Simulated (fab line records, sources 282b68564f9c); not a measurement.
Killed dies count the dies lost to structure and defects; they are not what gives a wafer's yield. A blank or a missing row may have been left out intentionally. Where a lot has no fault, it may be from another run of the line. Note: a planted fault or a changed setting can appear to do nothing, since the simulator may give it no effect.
Which tool is to blame? | flow ritCmos | 14 lots with 42 wafers sampled at 2 steps, on a route of 202 steps

WHAT THE GAUGES READ, wafer by wafer
RIT_CONTACT_THK_MEAS_01. Usual: CONTACT_TEOS_THK typically reads 400 nm, with standard deviation 5.8.
lot  | measured    | on           | CONTACT_TEOS_THK (nm) | flag
L655 | day 3 03:17 | filmMetro-01 | 400 397 408           | 
L656 | day 3 08:05 | filmMetro-01 | 401 401 405           | 
L658 | day 3 16:31 | filmMetro-01 | 404 407 409           | 
L659 | day 3 22:31 | filmMetro-03 | 394 403 397           | 
L663 | day 4 18:59 | filmMetro-04 | 390 394 402           | 
L664 | day 4 23:06 | filmMetro-04 | 406 361 405           | 
L667 | day 5 16:40 | filmMetro-03 | 394 353 409           | 
L669 | day 6 01:04 | filmMetro-04 | 398 410 408           | 
L668 | day 6 01:58 | filmMetro-01 | 393 395 403           | 
L670 | day 6 04:48 | filmMetro-01 | 392 394 402           | 
L672 | day 6 17:45 | filmMetro-03 | 393 397 401           | 
L675 | day 7 06:55 | filmMetro-04 | 399 396 402           | 
L676 | day 7 10:54 | filmMetro-03 | 401 401 411           | 
L678 | day 7 23:11 | filmMetro-04 | 394 397 406           | 

WHICH TOOL RAN EACH LOT (tool, then ch and the chambers of the sampled wafers, then the start)
lot  | RIT_CONTACT_CVD_00
L655 | pecvd-03 ch 0,1,2, day 3 03:14
L656 | pecvd-01 ch 0,1, day 3 08:01
L658 | pecvd-03 ch 1,2, day 3 16:28
L659 | pecvd-01 ch 0,1, day 3 22:28
L663 | pecvd-04 ch 0,1, day 4 18:56
L664 | pecvd-03 ch 0,2, day 4 23:02
L667 | pecvd-03 ch 0,1,2, day 5 16:36
L669 | pecvd-01 ch 0,2, day 6 00:59
L668 | pecvd-04 ch 0,1, day 6 01:54
L670 | pecvd-01 ch 0,2, day 6 04:43
L672 | pecvd-04 ch 0,1,2, day 6 17:41
L675 | pecvd-04 ch 0,1, day 7 06:51
L676 | pecvd-01 ch 0,1, day 7 10:51
L678 | pecvd-04 ch 0,1, day 7 23:08
- RIT_CONTACT_CVD_00: deposits SiO2 from TEOS, target thk 400 nm, time 61 s.

AS READ BY THE TOOLS THEMSELVES (means over the sampled wafers that have a number; for cases with no such wafer, the mark the record gives instead)
RIT_CONTACT_CVD_00. Usual: heaterPowerW 319 W, standard deviation 47.
lot  | tool     | heaterPowerW (W) | flag
L655 | pecvd-03 | 306              | 
L656 | pecvd-01 | 272              | 
L658 | pecvd-03 | 347              | 
L659 | pecvd-01 | 303              | 
L663 | pecvd-04 | 398              | 
L664 | pecvd-03 | 277              | 
L667 | pecvd-03 | 336              | 
L669 | pecvd-01 | 348              | 
L668 | pecvd-04 | 343              | 
L670 | pecvd-01 | 342              | 
L672 | pecvd-04 | 313              | 
L675 | pecvd-04 | 346              | 
L676 | pecvd-01 | 256              | 
L678 | pecvd-04 | 341              | 

THE ANSWER, worked out from the rows above alone
Rule: a lot counts as off when the mean over its wafers that have a number is more than 3 standard deviations away from the usual mean. Also off: a lot with no number at a reading for which 4 or more lots have one. The other lots that the step has rows for count as sound. The gauges are gone through in route order, then the tools' own readings, and for those a lot's mean is taken as printed above. At the first step where some lot is off, the reading lying furthest off is the one used; lots without a number count as furthest.
None of the lots is off at any reading shown; this tells nothing.

WHAT THE SIMULATOR HAD INSERTED
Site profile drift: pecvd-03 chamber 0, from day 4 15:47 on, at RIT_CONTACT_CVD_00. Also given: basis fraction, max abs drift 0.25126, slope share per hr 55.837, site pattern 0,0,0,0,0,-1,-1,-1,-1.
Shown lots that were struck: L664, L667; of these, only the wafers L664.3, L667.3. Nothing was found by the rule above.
